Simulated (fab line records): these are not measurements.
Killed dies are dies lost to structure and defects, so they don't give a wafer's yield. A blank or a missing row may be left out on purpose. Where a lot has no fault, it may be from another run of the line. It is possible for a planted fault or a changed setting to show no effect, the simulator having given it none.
fab line records | flow berkeley_cmos170
record: lots: 14 wafers: 42 last_day: 11
route steps=331 shown SDANNEAL@205 PSD@206 NSD@207 PLDD@208
lots with no fault: from the same line, run without faults
start_h: start of the lot's first displayed wafer, in hours after the record's first day | wait_h: hours elapsed since this lot's preceding step | " repeats the value in the row above | L1.1+2: a row that stands for several wafers | - no value present, or no start provided | * or withheld: withheld | < > ~ a bound
route shown NAME@n: NAME is a module with steps in the file, n the number in the route of the first one | usual: mean/standard deviation taken from wafers without a fault | same: alike in all rows | chamber/n: place in a boat | sites: per-site readings | _std_site: the values' standard deviation | _edge_site: the outer-site mean with the inner-site mean subtracted | radius_mm: how far each site lies from the wafer's centre | mask NAME#n: copy n | behind: the most recent tool/chamber to have shaped the wafer | hold: what put the lot on hold/how long, in hours/how the hold closed | device: which transistor (n, p or np) failed to switch | end of line: the route-end tests of the same wafers | a step without rows: its recipe alone | killed: dies lost to structure and defects at the first sort, not the wafer's yield | map: shows each die of a wafer: x if killed, . if not, _ if none is there
set.NAME: the setting as run; set.NAME@STEP: as run at that earlier step | model.NAME: the simulator's own value behind a step, which no gauge read
steps of the route over a sample of lots; a table a step, a row a wafer
== steps ==
step: UCB170_SDANNEAL_RTA_01
recipe: temp_c: 1050 time_s: 5 ambient: N2
usual: chamber_o2_ppm: 2.007/0.023 lamp_power_pct: 39/5.1 wafer_temp_C_max: 1058.2/2.2
columns lot.wafer tool chamber start_h wait_h chamber_o2_ppm lamp_power_pct wafer_temp_C_max
L382.2 rtp_anneal-01 0 146.38 0.1 1.991 45 1057.6
L382.4 " 0 " " 2.008 45 1055.7
L382.5 " 0 " " 1.975 45 1055.0
L381.1 rtp_anneal-02 0 146.58 0.1 2.032 34 1057.8
L381.2 " 0 " " 2.038 34 1060.4
L381.4 " 0 " " 2.008 34 1059.3
L383.1 rtp_anneal-02 0 147.22 0.1 2.019 34 1062.4
L383.3 " 0 " " 2.015 34 1060.8
L383.6 " 0 " " 2.020 34 1058.9
L386.1 rtp_anneal-02 0 156.76 0.1 1.997 34 1062.5
L386.3 " 0 " " 2.018 34 1057.6
L386.5 " 0 " " 1.988 34 1058.4
L385.1 rtp_anneal-01 0 157.01 0.1 1.999 45 1055.6
L385.3 " 0 " " 1.965 45 1053.9
L385.5 " 0 " " 1.990 45 1055.6
L387.2 rtp_anneal-02 0 157.22 0.1 1.988 34 1060.2
L387.5 " 0 " " 2.042 34 1058.1
L387.6 " 0 " " 1.989 34 1061.2
L388.3 rtp_anneal-02 0 168.68 0.1 1.986 34 1057.2
L388.5 " 0 " " 2.005 34 1060.3
L388.6 " 0 " " 1.984 34 1058.9
L389.2 rtp_anneal-01 0 177.99 0.1 2.007 45 1055.6
L389.4 " 0 " " 2.010 45 1055.2
L389.5 " 0 " " 2.004 45 1054.9
L390.1 rtp_anneal-02 0 178.97 0.1 2.036 34 1058.4
L390.2 " 0 " " 2.016 34 1058.6
L390.6 " 0 " " 1.995 34 1061.7
L395.1 rtp_anneal-02 0 197.69 0.1 2.022 34 1060.7
L395.3 " 0 " " 1.980 34 1059.6
L395.6 " 0 " " 1.999 34 1059.7
L392.1 rtp_anneal-02 0 198.27 0.1 1.975 34 1063.3
L392.2 " 0 " " 1.979 34 1056.9
L392.3 " 0 " " 2.000 34 1062.5
L394.1 rtp_anneal-02 0 198.58 0.1 2.023 34 1058.0
L394.5 " 0 " " 1.990 34 1059.0
L394.6 " 0 " " 1.987 34 1058.0
L403.1 rtp_anneal-01 0 235.48 0.1 2.025 45 1056.9
L403.2 " 0 " " 2.031 45 1056.4
L403.4 " 0 " " 2.027 45 1056.0
L404.2 rtp_anneal-01 0 238.72 0.1 2.059 45 1056.6
L404.3 " 0 " " 2.072 45 1056.3
L404.4 " 0 " " 2.065 45 1060.0
step: UCB170_SDANNEAL_RS_MEAS_02
recipe: thk_meas_gauge: four-point-probe
usual: PSD_RS: 75.6/0.3
columns lot.wafer tool chamber start_h wait_h PSD_RS[ohm/sq]
L382.2 film_metro-02 - 146.45 0.1 75.2
L382.4 " - " " 75.2
L382.5 " - " " 75.4
L381.1 film_metro-03 - 146.63 0.0 75.9
L381.2 " - " " 76.0
L381.4 " - " " 76.1
L383.1 film_metro-03 - 147.28 0.0 75.7
L383.3 " - " " 75.8
L383.6 " - " " 75.5
L386.1 film_metro-04 - 156.82 0.0 75.9
L386.3 " - " " 75.8
L386.5 " - " " 75.9
L385.1 film_metro-02 - 157.06 0.0 75.5
L385.3 " - " " 75.5
L385.5 " - " " 75.3
L387.2 film_metro-03 - 157.29 0.1 75.6
L387.5 " - " " 75.5
L387.6 " - " " 75.5
L388.3 film_metro-03 - 168.76 0.1 75.7
L388.5 " - " " 75.7
L388.6 " - " " 76.0
L389.2 film_metro-03 - 178.06 0.1 76.3
L389.4 " - " " 76.0
L389.5 " - " " 76.1
L390.1 film_metro-04 - 179.02 0.0 75.7
L390.2 " - " " 75.5
L390.6 " - " " 75.3
L395.1 film_metro-02 - 197.75 0.0 75.8
L395.3 " - " " 76.0
L395.6 " - " " 75.7
L392.1 film_metro-04 - 198.32 0.0 83.4
L392.2 " - " " 83.5
L392.3 " - " " 83.7
L394.1 film_metro-02 - 198.64 0.0 84.1
L394.5 " - " " 84.0
L394.6 " - " " 83.9
L403.1 film_metro-04 - 235.54 0.0 75.4
L403.2 " - " " 75.2
L403.4 " - " " 75.3
L404.2 film_metro-03 - 238.79 0.1 75.4
L404.3 " - " " 75.6
L404.4 " - " " 75.6
step: UCB170_SDANNEAL_RS_MEAS_03
recipe: thk_meas_gauge: four-point-probe
usual: NSD_RS: 37.30/0.089
columns lot.wafer tool chamber start_h wait_h NSD_RS[ohm/sq]
L382.2 film_metro-02 - 146.57 0.1 37.48
L382.4 " - " " 37.42
L382.5 " - " " 37.39
L381.1 film_metro-03 - 146.75 0.1 37.40
L381.2 " - " " 37.35
L381.4 " - " " 37.42
L383.1 film_metro-03 - 147.40 0.1 37.38
L383.3 " - " " 37.34
L383.6 " - " " 37.39
L386.1 film_metro-04 - 156.94 0.1 37.19
L386.3 " - " " 37.15
L386.5 " - " " 37.15
L385.1 film_metro-02 - 157.18 0.1 37.34
L385.3 " - " " 37.32
L385.5 " - " " 37.42
L387.2 film_metro-03 - 157.41 0.1 37.41
L387.5 " - " " 37.35
L387.6 " - " " 37.31
L388.3 film_metro-03 - 168.88 0.1 37.29
L388.5 " - " " 37.15
L388.6 " - " " 37.24
L389.2 film_metro-03 - 178.18 0.1 37.27
L389.4 " - " " 37.29
L389.5 " - " " 37.28
L390.1 film_metro-04 - 179.14 0.1 37.13
L390.2 " - " " 37.11
L390.6 " - " " 37.24
L395.1 film_metro-02 - 197.87 0.1 37.16
L395.3 " - " " 37.23
L395.6 " - " " 37.14
L392.1 film_metro-04 - 198.44 0.1 38.35
L392.2 " - " " 38.44
L392.3 " - " " 38.35
L394.1 film_metro-02 - 198.76 0.1 38.55
L394.5 " - " " 38.57
L394.6 " - " " 38.40
L403.1 film_metro-04 - 235.66 0.1 37.36
L403.2 " - " " 37.26
L403.4 " - " " 37.30
L404.2 film_metro-03 - 238.91 0.1 37.35
L404.3 " - " " 37.38
L404.4 " - " " 37.30
step: UCB170_SDANNEAL_RS_MEAS_04
recipe: thk_meas_gauge: four-point-probe
usual: PLDD_RS: 1032/3
columns lot.wafer tool chamber start_h wait_h PLDD_RS[ohm/sq]
L382.2 film_metro-02 - 146.69 0.1 1036
L382.4 " - " " 1034
L382.5 " - " " 1033
L381.1 film_metro-03 - 146.87 0.1 1030
L381.2 " - " " 1029
L381.4 " - " " 1033
L383.1 film_metro-03 - 147.52 0.1 1024
L383.3 " - " " 1027
L383.6 " - " " 1029
L386.1 film_metro-04 - 157.06 0.1 1030
L386.3 " - " " 1030
L386.5 " - " " 1031
L385.1 film_metro-02 - 157.30 0.1 1031
L385.3 " - " " 1029
L385.5 " - " " 1031
L387.2 film_metro-03 - 157.53 0.1 1037
L387.5 " - " " 1029
L387.6 " - " " 1034
L388.3 film_metro-03 - 169.00 0.1 1031
L388.5 " - " " 1038
L388.6 " - " " 1033
L389.2 film_metro-03 - 178.30 0.1 1033
L389.4 " - " " 1032
L389.5 " - " " 1035
L390.1 film_metro-04 - 179.26 0.1 1029
L390.2 " - " " 1025
L390.6 " - " " 1026
L395.1 film_metro-02 - 197.99 0.1 1031
L395.3 " - " " 1034
L395.6 " - " " 1032
L392.1 film_metro-04 - 198.56 0.1 1041
L392.2 " - " " 1037
L392.3 " - " " 1039
L394.1 film_metro-02 - 198.88 0.1 1046
L394.5 " - " " 1047
L394.6 " - " " 1045
L403.1 film_metro-04 - 235.78 0.1 1032
L403.2 " - " " 1033
L403.4 " - " " 1035
L404.2 film_metro-03 - 239.03 0.1 1030
L404.3 " - " " 1033
L404.4 " - " " 1029
== key ==
first_sign: step: UCB170_SDANNEAL_RS_MEAS_02 reading: PSD_RS direction: up sigmas: 27 usual: 75.6 struck: 83.8
effect: step: UCB170_SDANNEAL_RS_MEAS_03 reading: NSD_RS direction: up sigmas: 13 usual: 37.30 struck: 38.45
effect: step: UCB170_SDANNEAL_RS_MEAS_04 reading: PLDD_RS direction: up sigmas: 3.4 usual: 1032 struck: 1042
met_at UCB170_SDANNEAL_RTA_01
struck_lots L392,L394
tester_left_out L392,L394
onset_between 197.69 198.27
fault: kind: process_parameter_drift tool: rtp_anneal-02 chamber: - onset_h: 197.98 steps: UCB170_SDANNEAL_RTA_01 channel: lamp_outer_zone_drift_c offset: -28 shape: step end_h: 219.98
tester_left_out: of these lots the tester's yield and bins aren't shown, on N5 and GAA mostly nor the transistor test; their killed dies are dies lost to structure and defects alone, not to doping, threshold or leakage, so they don't give the yield
